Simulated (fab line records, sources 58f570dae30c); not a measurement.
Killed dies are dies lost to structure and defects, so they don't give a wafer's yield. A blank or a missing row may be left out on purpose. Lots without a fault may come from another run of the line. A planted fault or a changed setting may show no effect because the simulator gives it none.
A struck lot beside a sound one | flow berkeley_cmos170 | 44 steps out of a route of 331
Sound: wafers L214.1, L214.3, L214.4. Struck: wafers L223.1, L223.4, L223.5. The cause comes at the end.
At each step with rows: each side's tool, then ch and its chambers, then its first start. Under that, the readings that differ: sound wafers | struck wafers | difference of the means | sigmas: that difference in standard deviations of wafers without a fault.
alike: readings whose means differ by less than 2 such deviations, and words and numbers that are the same on both sides. not compared: withheld readings, readings that some wafer has no value for, bounds like >300 that may hide the same value, and numbers for which the record gives no deviation and whose values overlap.
The two part at a step that has a row with sigmas, a row that says differs or no value, or rows on one side only. Numbers that don't overlap but have no deviation are shown without sigmas and don't part them. A reading that every wafer of one side lacks parts them only if that side has two wafers or more.

first, 3 steps without rows for these wafers: UCB170_NLDD_EXPOSE_03 (exposes mask NSELECT, target cd 1200 nm); UCB170_NLDD_PEB_04; UCB170_NLDD_DEVELOP_05 (develop time 45 s).
UCB170_NLDD_CD_MEAS_06: target cd 1200 nm.
  sound on cd_sem-02, day 7 08:23; struck on cd_sem-01, day 9 06:16
  alike: cd_nm
UCB170_NLDD_OVL_MEAS_07:
  sound on overlay-01, day 7 08:33; struck on overlay-02, day 9 06:23
  alike: NLDD_OVL
then, 2 steps without rows for these wafers: UCB170_NLDD_IMPLANT_08; UCB170_NLDD_IMPLANT_09.
UCB170_NLDD_STRIP_10: strips in O2.
  sound on plasma_asher-03 ch 0,1, day 7 08:53; struck on plasma_asher-03 ch 0,1, day 9 06:44
  reading                      | sound             | struck            | difference | sigmas
  strip_time_to_endpoint_s (s) | 21.62 21.63 21.55 | 21.69 21.76 21.77 | +0.14      | +2
  alike: drypump_motor_current_A, oes_product_au
  not compared: rf_hours_counter_h
UCB170_NLDD_TW_MEAS_11:
  sound on film_metro-04, day 7 08:59; struck on film_metro-04, day 9 06:50
  alike: NLDD_TW
then, 1 step without rows for these wafers: UCB170_NLDD_CLEAN_12 (cleans in SPM, time 600 s).
UCB170_SPACER_CVD_00: deposits SiO2 from TEOS/O2, target thk 376 nm, time 47 s.
  sound on pecvd-01 ch 0,1,2, day 7 09:22; struck on pecvd-02 ch 0,1,2, day 9 07:05
  alike: heater_power_w
  not compared: since_wet_clean_h
UCB170_SPACER_THK_MEAS_01:
  sound on film_metro-02, day 7 09:25; struck on film_metro-04, day 9 07:07
  alike: SPACER_TEOS_THK
UCB170_SPACER_ANNEAL_02: time 1800 s.
  sound on furnace-04 ch 0, day 7 11:16; struck on furnace-01 ch 0, day 9 12:23
  reading                | sound                | struck               | difference | sigmas
  spike_tc_centre_C (C)  | 901.2 902.3 902.4    | 863.9 865.7 865.6    | -36.9      | -34
  spike_tc_load_C (C)    | 921.3 922.1 921.4    | 885.6 884.3 885.0    | -36.6      | -28
  spike_tc_source_C (C)  | 924 924 925          | 891 889 890          | -34        | -10
  tube_center_temp_C (C) | 899.92 900.01 899.95 | 862.84 862.48 862.77 | -37.26     | -99 or more
  tube_center_temp_C_max | 902.2 902.7 902.4    | 865.2 865.2 865.2    | -37.2      | -99 or more
UCB170_SPACER_ETCHBACK_03: etches SiO2 in CHF3/CF4/Ar, stops on Si, target depth 376 nm, time 100 s.
  sound on rie_diel-02 ch 0,1,3, day 7 12:50; struck on rie_diel-02 ch 0,1,2, day 9 13:53
  alike: drypump_motor_current_A, mfc_ar_sccm, oes_product_au, throttle_valve_pct
  not compared: rf_hours_counter_h
then, 6 steps without rows for these wafers: UCB170_PSD_HMDS_00 (prime time 60 s); UCB170_PSD_COAT_01 (resist thk 900 nm); UCB170_PSD_SOFTBAKE_02 (time 60 s); UCB170_PSD_EXPOSE_03 (exposes mask PSELECT MOD, target cd 1200 nm); UCB170_PSD_PEB_04; UCB170_PSD_DEVELOP_05 (develop time 45 s).
UCB170_PSD_CD_MEAS_06: target cd 1200 nm.
  sound on cd_sem-02, day 7 15:01; struck on cd_sem-01, day 9 15:01
  alike: cd_nm
UCB170_PSD_OVL_MEAS_07:
  sound on overlay-01, day 7 15:08; struck on overlay-01, day 9 15:08
  alike: PSD_OVL
then, 1 step without rows for these wafers: UCB170_PSD_IMPLANT_08.
UCB170_PSD_STRIP_09: strips in O2.
  sound on plasma_asher-01 ch 0,1, day 7 15:19; struck on plasma_asher-02 ch 0,1, day 9 15:19
  alike: drypump_motor_current_A, oes_product_au, strip_time_to_endpoint_s
  not compared: rf_hours_counter_h
UCB170_PSD_TW_MEAS_10:
  sound on film_metro-04, day 7 15:25; struck on film_metro-01, day 9 15:25
  alike: PSD_TW
then, 7 steps without rows for these wafers: UCB170_PSD_CLEAN_11 (cleans in SPM, time 600 s); UCB170_NSD_HMDS_00 (prime time 60 s); UCB170_NSD_COAT_01 (resist thk 900 nm); UCB170_NSD_SOFTBAKE_02 (time 60 s); UCB170_NSD_EXPOSE_03 (exposes mask NSELECT MOD, target cd 1200 nm); UCB170_NSD_PEB_04; UCB170_NSD_DEVELOP_05 (develop time 45 s).
UCB170_NSD_CD_MEAS_06: target cd 1200 nm.
  sound on cd_sem-02, day 7 17:40; struck on cd_sem-01, day 9 16:58
  alike: cd_nm
UCB170_NSD_OVL_MEAS_07:
  sound on overlay-01, day 7 17:47; struck on overlay-02, day 9 17:05
  alike: NSD_OVL
then, 1 step without rows for these wafers: UCB170_NSD_IMPLANT_08.
UCB170_NSD_STRIP_09: strips in O2.
  sound on plasma_asher-02 ch 0,1, day 7 17:59; struck on plasma_asher-02 ch 0, day 9 17:16
  reading                      | sound             | struck            | difference | sigmas
  strip_time_to_endpoint_s (s) | 35.73 35.75 35.75 | 35.84 35.89 35.94 | +0.15      | +2
  alike: drypump_motor_current_A, oes_product_au
  not compared: rf_hours_counter_h
UCB170_NSD_TW_MEAS_10:
  sound on film_metro-01, day 7 18:05; struck on film_metro-03, day 9 17:22
  alike: NSD_TW
then, 5 steps without rows for these wafers: UCB170_NSD_CLEAN_11 (cleans in SPM, time 600 s); UCB170_BACKSIDE_HMDS_00 (prime time 60 s); UCB170_BACKSIDE_COAT_01 (resist thk 900 nm); UCB170_BACKSIDE_SOFTBAKE_02 (time 60 s); UCB170_BACKSIDE_STRIP_03 (strips in O2).
UCB170_SDANNEAL_RS_MEAS_04: measures by four-point-probe.
  sound on film_metro-04, day 7 22:30; struck on film_metro-04, day 9 18:55
  reading          | sound          | struck         | difference | sigmas
  PLDD_RS (ohm/sq) | 1035 1036 1035 | 1205 1204 1207 | +170       | +52
UCB170_M3_PROBE_99:
  sound on prober-01, day 8 20:11; struck on prober-01, day 10 16:41
  reading                             | sound             | struck          | difference | sigmas
  model.etest.pmos_0p6.r_on_ohm_um    | 8377 8421 8391    | 8689 8924 8959  | +461       |
  model.etest.pmos_0p35.r_on_ohm_um   | 4624 4638 4632    | 4922 5064 5127  | +406       |
  model.etest.pldd.line_ohm_um        | 1764 1808 1725    | 1890 1932 1987  | +171       |
  model.etest.pldd.rs_ohm_sq          | 1104 1090 1104    | 1151 1200 1202  | +85        |
  model.etest.nldd.rs_ohm_sq          | 766 761.5 761.9   | 736 739.5 736.4 | -26        |
  model.etest.pmos_turned.drive_ua_um | 303 303.3 306.3   | 274.3 271.3 265 | -34.0      |
  model.etest.pmos_0p35.drive_ua_um   | 289.9 291.6 290.1 | 266 260.9 255.6 | -30        |
  not compared: model.etest.nldd.line_ohm_um

WHERE THEY PART
First at UCB170_NLDD_STRIP_10; last, within this record, at UCB170_SDANNEAL_RS_MEAS_04.

WHY: what the simulator had put in
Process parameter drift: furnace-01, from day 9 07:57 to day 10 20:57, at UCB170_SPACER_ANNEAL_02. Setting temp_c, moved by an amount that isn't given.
